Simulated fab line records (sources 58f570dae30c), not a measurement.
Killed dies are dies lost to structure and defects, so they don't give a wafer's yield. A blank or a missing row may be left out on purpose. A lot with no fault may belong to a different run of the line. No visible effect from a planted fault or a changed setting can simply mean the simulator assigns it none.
fab line records	flow berkeley-cmos170
record: lots: 5	wafers: 23
route steps=331 shown START@3 NWELL@18 PWELL@36 ACTIVE@65 PFIELD@86 NVT@111 GATE@133 NLDD@167
start-h: the number of hours between the record's first day and the start of the first shown wafer of the lot	wait-h: hours from the lot's prior step to this one	" same as the row above	L1.1+2: several wafers, shown together as one row	- no value, or no start given	* or withheld: withheld	< > ~ a bound
route shown NAME@n: a module of which the file shows steps, and the number in the route of the first	usual: average and standard deviation across the fault-free wafers	same: alike in all rows	chamber/n: place in a boat	sites: readings site by site	_std_site: how widely they spread, as a standard deviation	_edge_site: inner sites' mean taken away from outer sites' mean	radius-mm: for every site, how far away it sits from the centre of the wafer	mask NAME#n: copy n	behind: the most recent tool/chamber to have shaped the wafer	hold: why the lot went on hold/how many hours it stayed there/how the hold came to an end	device: names the non-switching transistor (n, p or np)	end of line: the same wafers' tests at the end of the route	where a step has no rows: the recipe by itself	killed: at the first sort, the dies lost to defects and structure; wafer yield is something else	map: dies across one wafer; x = killed, . = not, _ = none there
set.NAME: the run value of the setting; set.NAME@STEP: its run value at that earlier step	model.NAME: the simulator's own value behind a step, which no gauge read
lots where settings were altered on purpose, with a table for each step and a row for each wafer
== steps ==
step: UCB170_START_OXIDATION_02
recipe: temp-c: 950	ambient: O2	target-thk-a: 200	ox-time-s: 1800
lot.wafer	tool	chamber	start-h	wait-h	set.temp-c	model.SiO2_of_START_OXIDATION_02.thk-nm
L074.1	-	-	-	2.8	950	20.47
L074.2	"	-	"	"	950	20.4
L074.4	"	-	"	"	950	20.3
L074.5	"	-	"	"	950	20.5
L074.6	"	-	"	"	950	20.02
L082.2	furnace-02	0	53.33	3.2	950	19.44
L082.3	"	0	"	"	950	19.55
L082.4	"	0	"	"	950	19.61
L083.2	-	-	-	3.6	969.2	24.79
L083.3	"	-	"	"	969.2	24.95
L083.4	"	-	"	"	969.2	24.54
L083.5	"	-	"	"	969.2	25.18
L083.6	"	-	"	"	969.2	24.68
L084.1	-	-	-	2.6	932.7	16.73
L084.2	"	-	"	"	932.7	16.9
L084.3	"	-	"	"	932.7	16.94
L084.4	"	-	"	"	932.7	17.02
L084.5	"	-	"	"	932.7	16.22
L085.1	-	-	-	3.7	964.4	23.66
L085.3	"	-	"	"	964.4	23.91
L085.4	"	-	"	"	964.4	23.49
L085.5	"	-	"	"	964.4	23.38
L085.6	"	-	"	"	964.4	23.65
step: UCB170_START_THK_MEAS_03
recipe: reads: SiO2_of_START_OXIDATION_02
usual: START_OXIDE_THK: 20.3/0.35
lot.wafer	tool	chamber	start-h	wait-h	set.temp-c@START_OXIDATION_02	START_OXIDE_THK[nm]
L074.1	film-metro-01	-	-	-	950	20.4
L074.2	"	-	"	"	950	20.4
L074.4	"	-	"	"	950	20.2
L074.5	"	-	"	"	950	20.5
L074.6	"	-	"	"	950	20.0
L082.2	film-metro-01	-	54.84	0.0	950	19.5
L082.3	"	-	"	"	950	19.5
L082.4	"	-	"	"	950	19.6
L083.2	film-metro-01	-	-	-	969.2	24.8
L083.3	"	-	"	"	969.2	25.0
L083.4	"	-	"	"	969.2	24.5
L083.5	"	-	"	"	969.2	25.2
L083.6	"	-	"	"	969.2	24.7
L084.1	film-metro-01	-	-	-	932.7	16.7
L084.2	"	-	"	"	932.7	16.9
L084.3	"	-	"	"	932.7	16.9
L084.4	"	-	"	"	932.7	17.0
L084.5	"	-	"	"	932.7	16.2
L085.1	film-metro-01	-	-	-	964.4	23.6
L085.3	"	-	"	"	964.4	23.9
L085.4	"	-	"	"	964.4	23.5
L085.5	"	-	"	"	964.4	23.4
L085.6	"	-	"	"	964.4	23.7
step: UCB170_NWELL_CVD_04
recipe: material: Si3N4	target-thk-nm: 224	temp-c: 800	precursor: SiH2Cl2/NH3	time-s: 3360	pressure-mtorr: 200	sih2cl2-flow-sccm: 25	nh3-flow-sccm: 75
lot.wafer	tool	chamber	start-h	wait-h	set.time-s	model.Si3N4_of_NWELL_CVD_04.thk-nm
L074.1	-	-	-	0.0	2869	191.9
L074.2+4	"	-	"	"	2869	191.1
L074.5	"	-	"	"	2869	192
L074.6	"	-	"	"	2869	191
L082.2	lpcvd-01	1	73.18	0.0	3360	223.9
L082.3	"	1	"	"	3360	224.8
L082.4	"	1	"	"	3360	223.7
L083.2	-	-	-	0.0	3526	234.2
L083.3	"	-	"	"	3526	235.2
L083.4	"	-	"	"	3526	234.4
L083.5	"	-	"	"	3526	233.5
L083.6	"	-	"	"	3526	235.1
L084.1	-	-	-	0.0	3184	211.1
L084.2	"	-	"	"	3184	212.8
L084.3	"	-	"	"	3184	213.6
L084.4	"	-	"	"	3184	213.2
L084.5	"	-	"	"	3184	211.9
L085.1	-	-	-	0.0	3816	252.8
L085.3	"	-	"	"	3816	253.4
L085.4	"	-	"	"	3816	255.4
L085.5	"	-	"	"	3816	255.2
L085.6	"	-	"	"	3816	252.3
step: UCB170_NWELL_THK_MEAS_05
recipe: reads: Si3N4_of_NWELL_CVD_04
usual: NWELL_NITRIDE_THK: 224.7/2
lot.wafer	tool	chamber	start-h	wait-h	set.time-s@NWELL_CVD_04	NWELL_NITRIDE_THK[nm]
L074.1	film-metro-04	-	-	-	2869	192.1
L074.2	"	-	"	"	2869	191.1
L074.4	"	-	"	"	2869	191.3
L074.5	"	-	"	"	2869	192.0
L074.6	"	-	"	"	2869	191.1
L082.2	film-metro-04	-	75.13	0.0	3360	223.8
L082.3	"	-	"	"	3360	224.8
L082.4	"	-	"	"	3360	223.7
L084.1	film-metro-03	-	-	-	3184	211.1
L084.2	"	-	"	"	3184	212.8
L084.3	"	-	"	"	3184	213.5
L084.4	"	-	"	"	3184	213.3
L084.5	"	-	"	"	3184	211.7
L083.2	film-metro-04	-	-	-	3526	234.3
L083.3	"	-	"	"	3526	235.2
L083.4	"	-	"	"	3526	234.4
L083.5	"	-	"	"	3526	233.5
L083.6	"	-	"	"	3526	235.1
L085.1	film-metro-04	-	-	-	3816	252.9
L085.3	"	-	"	"	3816	253.5
L085.4	"	-	"	"	3816	255.4
L085.5	"	-	"	"	3816	255.3
L085.6	"	-	"	"	3816	252.5
step: UCB170_NWELL_HMDS_06
recipe: prime-time-s: 60	prime-temp-c: 100
step: UCB170_NWELL_COAT_07
recipe: resist: KrF	spin-rpm: 1500	resist-thk-nm: 900
step: UCB170_NWELL_DEVELOP_11
recipe: developer: TMAH	develop-time-s: 45	resist: KrF	dev-temp-c: 21
step: UCB170_NWELL_ETCH_13
recipe: chemistry: CH3F/Ar/O2	target: Si3N4	stop-on: SiO2	CH3F_flow_sccm: 20	Ar_flow_sccm: 50	O2_flow_sccm: 7	pressure-mtorr: 50	rf-w: 450	target-depth-a: 2464	over-etch-frac: 0.1	time-s: 154
usual: oes-product-au: 0.939/0.014
lot.wafer	tool	chamber	start-h	wait-h	set.time-s@NWELL_CVD_04	oes-product-au	model.etch.depth-nm
L074.1	rie-diel-03	0	35.00	0.0	2869	0.878	191.9
L074.2	"	2	"	"	2869	0.849	191.1
L074.4	"	1	"	"	2869	0.861	191.1
L074.5	"	3	"	"	2869	0.846	192
L074.6	"	2	"	"	2869	0.851	191
L082.2	rie-diel-02	1	76.84	0.0	3360	0.939	223.9
L082.3	"	3	"	"	3360	0.953	224.8
L082.4	"	1	"	"	3360	0.936	223.7
L083.2	rie-diel-02	0	82.66	0.0	3526	0.947	234.2
L083.3	"	2	"	"	3526	0.973	235.2
L083.4	"	3	"	"	3526	0.974	234.4
L083.5	"	1	"	"	3526	0.954	233.5
L083.6	"	2	"	"	3526	0.962	235.1
L084.1	rie-diel-01	1	82.93	0.0	3184	0.917	211.1
L084.2	"	2	"	"	3184	0.923	212.8
L084.3	"	0	"	"	3184	0.899	213.6
L084.4	"	3	"	"	3184	0.919	213.2
L084.5	"	1	"	"	3184	0.920	211.9
L085.1	rie-diel-02	0	92.23	0.0	3816	0.981	249.6
L085.3	"	1	"	"	3816	0.978	239.5
L085.4	"	3	"	"	3816	0.997	241.7
L085.5	"	0	"	"	3816	0.986	249.2
L085.6	"	3	"	"	3816	0.993	240.2
step: UCB170_PWELL_OXIDATION_02
recipe: temp-c: 1000	ambient: O2	target-thk-a: 264	ox-time-s: 1260
lot.wafer	tool	chamber	start-h	wait-h	set.temp-c	model.SiO2_of_PWELL_OXIDATION_02.thk-nm
L074.1	-	-	-	4.3	1017	31.6
L074.2+4	"	-	"	"	1017	31.57
L074.5	"	-	"	"	1017	31.49
L074.6	"	-	"	"	1017	31.3
L082.2	furnace-02	0	86.41	4.6	1000	26.38
L082.3	"	0	"	"	1000	26.61
L082.4	"	0	"	"	1000	26.77
L083.2	-	-	-	2.5	1000	25.75
L083.3	"	-	"	"	1000	25.73
L083.4	"	-	"	"	1000	25.8
L083.5	"	-	"	"	1000	26.39
L083.6	"	-	"	"	1000	25.85
L084.1	-	-	-	2.2	1011	29.37
L084.2	"	-	"	"	1011	29.11
L084.3	"	-	"	"	1011	28.92
L084.4	"	-	"	"	1011	29.29
L084.5	"	-	"	"	1011	29.14
L085.1	-	-	-	4.2	1029	33.87
L085.3	"	-	"	"	1029	33.48
L085.4	"	-	"	"	1029	33.97
L085.5	"	-	"	"	1029	33.84
L085.6	"	-	"	"	1029	33.82
step: UCB170_PWELL_THK_MEAS_03
recipe: reads: SiO2_of_PWELL_OXIDATION_02
usual: PWELL_OXIDE_THK: 26.5/0.48
lot.wafer	tool	chamber	start-h	wait-h	set.temp-c@PWELL_OXIDATION_02	PWELL_OXIDE_THK[nm]
L074.1	film-metro-04	-	-	-	1017	31.6
L074.2	"	-	"	"	1017	31.6
L074.4	"	-	"	"	1017	31.6
L074.5	"	-	"	"	1017	31.5
L074.6	"	-	"	"	1017	31.3
L082.2	film-metro-01	-	87.77	0.0	1000	26.4
L082.3	"	-	"	"	1000	26.6
L082.4	"	-	"	"	1000	26.8
L084.1	film-metro-01	-	-	-	1011	29.4
L084.2	"	-	"	"	1011	29.1
L084.3	"	-	"	"	1011	29.0
L084.4	"	-	"	"	1011	29.3
L084.5	"	-	"	"	1011	29.2
L083.2	film-metro-02	-	-	-	1000	25.8
L083.3	"	-	"	"	1000	25.7
L083.4	"	-	"	"	1000	25.8
L083.5	"	-	"	"	1000	26.4
L083.6	"	-	"	"	1000	25.8
L085.1	film-metro-02	-	-	-	1029	33.9
L085.3	"	-	"	"	1029	33.5
L085.4	"	-	"	"	1029	33.9
L085.5	"	-	"	"	1029	33.8
L085.6	"	-	"	"	1029	33.8
step: UCB170_PWELL_STRIP_16
recipe: chemistry: O2	power-w: 400	pressure-mtorr: 3500	platen-temp-c: withheld	o2-flow-sccm: 400	overash-fraction: 0.5
usual: oes-product-au: 0.721/0.0045
lot.wafer	tool	chamber	start-h	wait-h	set.overash-fraction	oes-product-au
L074.1	plasma-asher-02	0	54.93	0.1	0.5	0.720
L074.2	"	1	"	"	0.5	0.719
L074.4	"	1	"	"	0.5973	0.686
L074.5	"	1	"	"	0.5973	0.695
L074.6	"	0	"	"	0.5973	0.698
L082.2	plasma-asher-01	0	95.01	0.1	0.5	0.722
L082.3	"	1	"	"	0.5	0.721
L082.4	"	0	"	"	0.5	0.720
L083.2	plasma-asher-01	1	99.90	0.1	0.5	0.722
L083.3	"	0	"	"	0.5692	0.705
L083.4	"	1	"	"	0.5692	0.702
L083.5	"	1	"	"	0.5692	0.697
L083.6	"	0	"	"	0.5	0.720
L084.1	plasma-asher-03	1	100.18	0.1	0.5	0.724
L084.2	"	0	"	"	0.6477	0.674
L084.3	"	0	"	"	0.5	0.720
L084.4	"	1	"	"	0.6477	0.679
L084.5	"	0	"	"	0.5	0.732
L085.1	plasma-asher-03	1	111.89	0.1	0.5	0.725
L085.3	"	0	"	"	0.5	0.723
L085.4	"	1	"	"	0.5	0.718
L085.5	"	0	"	"	0.5	0.720
L085.6	"	1	"	"	0.5	0.724
step: UCB170_ACTIVE_CVD_05
recipe: material: Si3N4	target-thk-nm: 220	temp-c: 800	precursor: SiH2Cl2/NH3	time-s: 3300	pressure-mtorr: 200	sih2cl2-flow-sccm: 25	nh3-flow-sccm: 75
lot.wafer	tool	chamber	start-h	wait-h	set.pressure-mtorr	model.Si3N4_of_ACTIVE_CVD_05.thk-nm
L074.1+4	-	-	-	0.0	226.5	228.3
L074.2	"	-	"	"	226.5	228.2
L074.5	"	-	"	"	226.5	227
L074.6	"	-	"	"	226.5	230.2
L082.2	lpcvd-02	0	124.39	0.0	200	223.4
L082.3	"	0	"	"	200	222.7
L082.4	"	0	"	"	200	225.1
L083.2	-	-	-	0.0	226.5	229.4
L083.3	"	-	"	"	226.5	230.5
L083.4	"	-	"	"	226.5	232.6
L083.5	"	-	"	"	226.5	232.9
L083.6	"	-	"	"	226.5	231.1
L084.1	-	-	-	0.0	178.4	214.3
L084.2+3	"	-	"	"	178.4	214.8
L084.4	"	-	"	"	178.4	213.3
L084.5	"	-	"	"	178.4	215.6
L085.1	-	-	-	0.0	192.2	216.9
L085.3+5	"	-	"	"	192.2	218.4
L085.4	"	-	"	"	192.2	217.9
L085.6	"	-	"	"	192.2	220.4
step: UCB170_ACTIVE_THK_MEAS_06
recipe: reads: Si3N4_of_ACTIVE_CVD_05
usual: ACTIVE_NITRIDE_THK: 221.8/1.8
lot.wafer	tool	chamber	start-h	wait-h	set.pressure-mtorr@ACTIVE_CVD_05	ACTIVE_NITRIDE_THK[nm]
L074.1	film-metro-01	-	-	-	226.5	228.3
L074.2	"	-	"	"	226.5	228.2
L074.4	"	-	"	"	226.5	228.2
L074.5	"	-	"	"	226.5	226.9
L074.6	"	-	"	"	226.5	230.1
L084.1	film-metro-04	-	-	-	178.4	214.5
L084.2	"	-	"	"	178.4	214.9
L084.3	"	-	"	"	178.4	214.9
L084.4	"	-	"	"	178.4	213.3
L084.5	"	-	"	"	178.4	215.6
L083.2	film-metro-03	-	-	-	226.5	229.4
L083.3	"	-	"	"	226.5	230.2
L083.4	"	-	"	"	226.5	232.7
L083.5	"	-	"	"	226.5	233.0
L083.6	"	-	"	"	226.5	231.3
L082.2	film-metro-01	-	126.37	0.1	200	223.6
L082.3	"	-	"	"	200	222.5
L082.4	"	-	"	"	200	225.1
L085.1	film-metro-04	-	-	-	192.2	217.0
L085.3	"	-	"	"	192.2	218.6
L085.4	"	-	"	"	192.2	217.8
L085.5	"	-	"	"	192.2	218.3
L085.6	"	-	"	"	192.2	220.3
step: UCB170_ACTIVE_HMDS_07
recipe: prime-time-s: 60	prime-temp-c: 100
step: UCB170_ACTIVE_COAT_08
recipe: resist: KrF	spin-rpm: 1500	resist-thk-nm: 900
step: UCB170_ACTIVE_ETCH_15
recipe: chemistry: CH3F/Ar/O2	target: Si3N4	stop-on: SiO2	CH3F_flow_sccm: 20	Ar_flow_sccm: 50	O2_flow_sccm: 7	pressure-mtorr: 50	rf-w: 450	target-depth-a: 2420	over-etch-frac: 0.1	time-s: 151
lot.wafer	tool	chamber	start-h	wait-h	set.pressure-mtorr@ACTIVE_CVD_05	model.etch.depth-nm
L074.1+4	rie-diel-02	2,0	87.12	0.0	226.5	228.3
L074.2	"	3	"	"	226.5	228.2
L074.5	"	3	"	"	226.5	227
L074.6	"	2	"	"	226.5	230.2
L084.1	rie-diel-02	2	128.59	0.0	178.4	214.3
L084.2+3	"	1,0	"	"	178.4	214.8
L084.4	"	3	"	"	178.4	213.3
L084.5	"	1	"	"	178.4	215.6
L083.2	rie-diel-01	1	128.62	0.0	226.5	229.4
L083.3	"	2	"	"	226.5	230.5
L083.4	"	3	"	"	226.5	232.6
L083.5	"	1	"	"	226.5	232.9
L083.6	"	2	"	"	226.5	231.1
L082.2	rie-diel-02	3	128.99	0.0	200	223.4
L082.3	"	1	"	"	200	222.7
L082.4	"	2	"	"	200	225.1
L085.1	rie-diel-01	1	150.64	0.0	192.2	216.9
L085.3+5	"	0,1	"	"	192.2	218.4
L085.4	"	3	"	"	192.2	217.9
L085.6	"	2	"	"	192.2	220.4
step: UCB170_ACTIVE_STRIP_16
recipe: chemistry: O2	power-w: 400	pressure-mtorr: 3500	platen-temp-c: withheld	o2-flow-sccm: 400	overash-fraction: 0.5
usual: oes-product-au: 0.720/0.0046	strip-time-to-endpoint-s: 18.08/0.089
lot.wafer	tool	chamber	start-h	wait-h	set.power-w	oes-product-au	strip-time-to-endpoint-s
L074.1	plasma-asher-03	1	87.22	0.1	387.2	0.705	18.69
L074.2	"	0	"	"	400	0.716	18.27
L074.4	"	1	"	"	400	0.716	18.11
L074.5	"	1	"	"	400	0.718	18.27
L074.6	"	0	"	"	387.2	0.701	18.65
L084.1	plasma-asher-04	1	128.70	0.1	400	0.726	18.06
L084.2	"	0	"	"	400	0.721	18.18
L084.3	"	1	"	"	422.7	0.739	17.29
L084.4	"	0	"	"	422.7	0.746	17.43
L084.5	"	1	"	"	400	0.731	18.19
L083.2	plasma-asher-03	0	128.72	0.1	432.9	0.747	17.15
L083.3	"	1	"	"	400	0.717	18.09
L083.4	"	0	"	"	400	0.714	17.99
L083.5	"	0	"	"	432.9	0.749	17.12
L083.6	"	1	"	"	432.9	0.744	16.97
L082.2	plasma-asher-03	1	129.09	0.1	400	0.719	18.20
L082.3	"	0	"	"	400	0.727	18.15
L082.4	"	1	"	"	400	0.718	18.09
L085.1	plasma-asher-02	1	150.74	0.1	400	0.721	18.01
L085.3	"	1	"	"	374.2	0.698	19.01
L085.4	"	0	"	"	400	0.721	17.90
L085.5	"	0	"	"	374.2	0.707	19.01
L085.6	"	1	"	"	400	0.727	18.07
step: UCB170_PFIELD_IMPLANT_07
recipe: species: B	dose-cm2: 2e+13	energy-kev: 80	tilt-deg: 7
lot.wafer	tool	chamber	start-h	wait-h	set.dose-cm2
L074.1+5	implanter-04	0	89.11	0.0	2e+13
L074.2+4+6	"	0	"	"	1.882e+13
L084.1+2+3	implanter-01	0	130.92	0.0	2e+13
L084.4+5	"	0	"	"	2.065e+13
L083.2+4+5	implanter-04	0	131.12	0.0	2e+13
L083.3+6	"	0	"	"	1.937e+13
L082.2+3+4	implanter-02	0	131.22	0.0	2e+13
L085.1+4	implanter-01	0	153.67	0.0	2e+13
L085.3+5+6	"	0	"	"	1.89e+13
step: UCB170_PFIELD_STRIP_08
recipe: chemistry: O2	power-w: 400	pressure-mtorr: 3500	platen-temp-c: withheld	o2-flow-sccm: 400	overash-fraction: 0.5
step: UCB170_PFIELD_TW_MEAS_09
usual: PFIELD_TW: 605/4.8
lot.wafer	tool	chamber	start-h	wait-h	set.dose-cm2@PFIELD_IMPLANT_07	PFIELD_TW
L074.1	film-metro-02	-	89.36	0.1	2e+13	607
L074.2	"	-	"	"	1.882e+13	595
L074.4	"	-	"	"	1.882e+13	597
L074.5	"	-	"	"	2e+13	605
L074.6	"	-	"	"	1.882e+13	594
L084.1	film-metro-04	-	131.20	0.1	2e+13	608
L084.2	"	-	"	"	2e+13	607
L084.3	"	-	"	"	2e+13	609
L084.4	"	-	"	"	2.065e+13	616
L084.5	"	-	"	"	2.065e+13	610
L083.2	film-metro-02	-	131.36	0.1	2e+13	606
L083.3	"	-	"	"	1.937e+13	599
L083.4	"	-	"	"	2e+13	606
L083.5	"	-	"	"	2e+13	607
L083.6	"	-	"	"	1.937e+13	601
L082.2	film-metro-02	-	131.46	0.1	2e+13	603
L082.3	"	-	"	"	2e+13	605
L082.4	"	-	"	"	2e+13	601
L085.1	film-metro-04	-	153.92	0.1	2e+13	607
L085.3	"	-	"	"	1.89e+13	597
L085.4	"	-	"	"	2e+13	606
L085.5	"	-	"	"	1.89e+13	595
L085.6	"	-	"	"	1.89e+13	593
step: UCB170_NVT_IMPLANT_07
recipe: species: BF2	dose-cm2: 3e+12	energy-kev: 50	tilt-deg: 7
lot.wafer	tool	chamber	start-h	wait-h	set.dose-cm2
L074.1+4	implanter-03	0	124.99	0.0	3e+12
L074.2+5+6	"	0	"	"	3.179e+12
L082.2+3+4	implanter-04	0	163.06	0.0	3e+12
L083.2+4+6	implanter-02	0	163.30	0.0	2.921e+12
L083.3+5	"	0	"	"	3e+12
L084.1+4+5	implanter-03	0	163.52	0.0	3.068e+12
L084.2+3	"	0	"	"	3e+12
L085.1+3	implanter-04	0	182.68	0.0	2.906e+12
L085.4+5+6	"	0	"	"	3e+12
step: UCB170_NVT_STRIP_08
recipe: chemistry: O2	power-w: 400	pressure-mtorr: 3500	platen-temp-c: withheld	o2-flow-sccm: 400	overash-fraction: 0.5
step: UCB170_NVT_TW_MEAS_09
usual: NVT_TW: 527/4.5
lot.wafer	tool	chamber	start-h	wait-h	set.dose-cm2@NVT_IMPLANT_07	NVT_TW
L074.1	film-metro-03	-	125.24	0.1	3e+12	517
L074.2	"	-	"	"	3.179e+12	527
L074.4	"	-	"	"	3e+12	517
L074.5	"	-	"	"	3.179e+12	529
L074.6	"	-	"	"	3.179e+12	526
L082.2	film-metro-03	-	163.30	0.1	3e+12	521
L082.3	"	-	"	"	3e+12	522
L082.4	"	-	"	"	3e+12	519
L083.2	film-metro-02	-	163.54	0.1	2.921e+12	524
L083.3	"	-	"	"	3e+12	527
L083.4	"	-	"	"	2.921e+12	526
L083.5	"	-	"	"	3e+12	530
L083.6	"	-	"	"	2.921e+12	525
L084.1	film-metro-04	-	163.77	0.1	3.068e+12	531
L084.2	"	-	"	"	3e+12	527
L084.3	"	-	"	"	3e+12	529
L084.4	"	-	"	"	3.068e+12	531
L084.5	"	-	"	"	3.068e+12	529
L085.1	film-metro-03	-	182.93	0.1	2.906e+12	516
L085.3	"	-	"	"	2.906e+12	517
L085.4	"	-	"	"	3e+12	521
L085.5	"	-	"	"	3e+12	523
L085.6	"	-	"	"	3e+12	526
step: UCB170_GATE_COAT_07
recipe: resist: KrF	spin-rpm: 1500	resist-thk-nm: 900
lot.wafer	tool	chamber	start-h	wait-h	set.spin-rpm	model.KrF_of_GATE_COAT_07.thk-nm
L074.1	litho-track-01	0	-	-	1500	901.1
L074.2	"	0	"	"	1500	902
L074.4	"	0	"	"	1500	901
L074.5	"	0	"	"	1500	902.7
L074.6	"	0	"	"	1500	904.9
L082.2	litho-track-02	0	-	-	1500	903.8
L082.3	"	0	"	"	1500	902
L082.4	"	0	"	"	1500	903.9
L083.2	litho-track-01	0	-	-	1421	922.9
L083.3	"	0	"	"	1421	924
L083.4	"	0	"	"	1500	898.3
L083.5	"	0	"	"	1421	922.5
L083.6	"	0	"	"	1500	901.8
L084.1	litho-track-01	0	-	-	1500	901.2
L084.2	"	0	"	"	1469	912.7
L084.3	"	0	"	"	1469	912.5
L084.4	"	0	"	"	1500	899.8
L084.5	"	0	"	"	1469	910.8
L085.1	litho-track-01	0	-	-	1500	900.1
L085.3	"	0	"	"	1500	898.7
L085.4	"	0	"	"	1500	902.5
L085.5	"	0	"	"	1500	897.5
L085.6	"	0	"	"	1500	899.2
step: UCB170_NLDD_IMPLANT_09
recipe: species: As	dose-cm2: 5e+13	energy-kev: 30	tilt-deg: 7	rotation-deg: 180
lot.wafer	tool	chamber	start-h	wait-h	set.energy-kev	model.implant.rp-nm	model.implant.drp-nm
L074.1+2+4+5+6	implanter-04	0	155.10	0.1	30	20.94	9.611
L082.2+3+4	implanter-04	0	184.82	0.1	30	21.51	9.611
L083.2+3+6	implanter-02	0	185.99	0.1	31.15	21.92	9.88
L083.4+5	"	0	"	"	30	21.3	9.611
L084.1+2+3+4+5	implanter-04	0	186.52	0.1	30	21.4	9.611
L085.1+4	implanter-01	0	210.17	0.1	30	22.9	9.611
L085.3+5+6	"	0	"	"	28.23	21.86	9.196
== key ==
split: step: UCB170_START_OXIDATION_02	setting: temp-c	stated: 950	by: lot
response: step: UCB170_START_OXIDATION_02	reading: model.SiO2_of_START_OXIDATION_02.thk-nm	change: +2.12	per: 1%	r: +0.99
response: step: UCB170_START_THK_MEAS_03	reading: START_OXIDE_THK	change: +2.12	per: 1%	r: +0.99
split: step: UCB170_NWELL_CVD_04	setting: time-s	stated: 3360	by: lot
response: step: UCB170_NWELL_CVD_04	reading: model.Si3N4_of_NWELL_CVD_04.thk-nm	change: +2.21	per: 1%	r: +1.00
response: step: UCB170_NWELL_THK_MEAS_05	reading: NWELL_NITRIDE_THK	change: +2.21	per: 1%	r: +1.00
response: step: UCB170_NWELL_ETCH_13	reading: oes-product-au	change: +0.00462	per: 1%	r: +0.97
response: step: UCB170_NWELL_ETCH_13	reading: model.etch.depth-nm	change: +1.91	per: 1%	r: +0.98
split: step: UCB170_PWELL_OXIDATION_02	setting: temp-c	stated: 1000	by: lot
response: step: UCB170_PWELL_OXIDATION_02	reading: model.SiO2_of_PWELL_OXIDATION_02.thk-nm	change: +2.7	per: 1%	r: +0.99
response: step: UCB170_PWELL_THK_MEAS_03	reading: PWELL_OXIDE_THK	change: +2.7	per: 1%	r: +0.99
split: step: UCB170_PWELL_STRIP_16	setting: overash-fraction	stated: 0.5	by: wafer
response: step: UCB170_PWELL_STRIP_16	reading: oes-product-au	change: -0.00155	per: 1%	r: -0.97
split: step: UCB170_ACTIVE_CVD_05	setting: pressure-mtorr	stated: 200	by: lot
response: step: UCB170_ACTIVE_CVD_05	reading: model.Si3N4_of_ACTIVE_CVD_05.thk-nm	change: +0.636	per: 1%	r: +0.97
response: step: UCB170_ACTIVE_THK_MEAS_06	reading: ACTIVE_NITRIDE_THK	change: +0.633	per: 1%	r: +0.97
response: step: UCB170_ACTIVE_ETCH_15	reading: model.etch.depth-nm	change: +0.636	per: 1%	r: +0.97
split: step: UCB170_ACTIVE_STRIP_16	setting: power-w	stated: 400	by: wafer
response: step: UCB170_ACTIVE_STRIP_16	reading: oes-product-au	change: +0.00343	per: 1%	r: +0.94
response: step: UCB170_ACTIVE_STRIP_16	reading: strip-time-to-endpoint-s	change: *	per: 1%	r: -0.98
split: step: UCB170_PFIELD_IMPLANT_07	setting: dose-cm2	stated: 2e+13	by: wafer
response: step: UCB170_PFIELD_TW_MEAS_09	reading: PFIELD_TW	change: +1.89	per: 1%	r: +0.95
split: step: UCB170_NVT_IMPLANT_07	setting: dose-cm2	stated: 3e+12	by: wafer
response: step: UCB170_NVT_TW_MEAS_09	reading: NVT_TW	change: +1.66	per: 1%	r: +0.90
split: step: UCB170_GATE_COAT_07	setting: spin-rpm	stated: 1500	by: wafer
response: step: UCB170_GATE_COAT_07	reading: model.KrF_of_GATE_COAT_07.thk-nm	change: -4.54	per: 1%	r: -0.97
split: step: UCB170_NLDD_IMPLANT_09	setting: energy-kev	stated: 30	by: wafer
response: step: UCB170_NLDD_IMPLANT_09	reading: model.implant.rp-nm	change: +0.171	per: 1%	r: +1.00
response: step: UCB170_NLDD_IMPLANT_09	reading: model.implant.drp-nm	change: +0.0702	per: 1%	r: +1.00
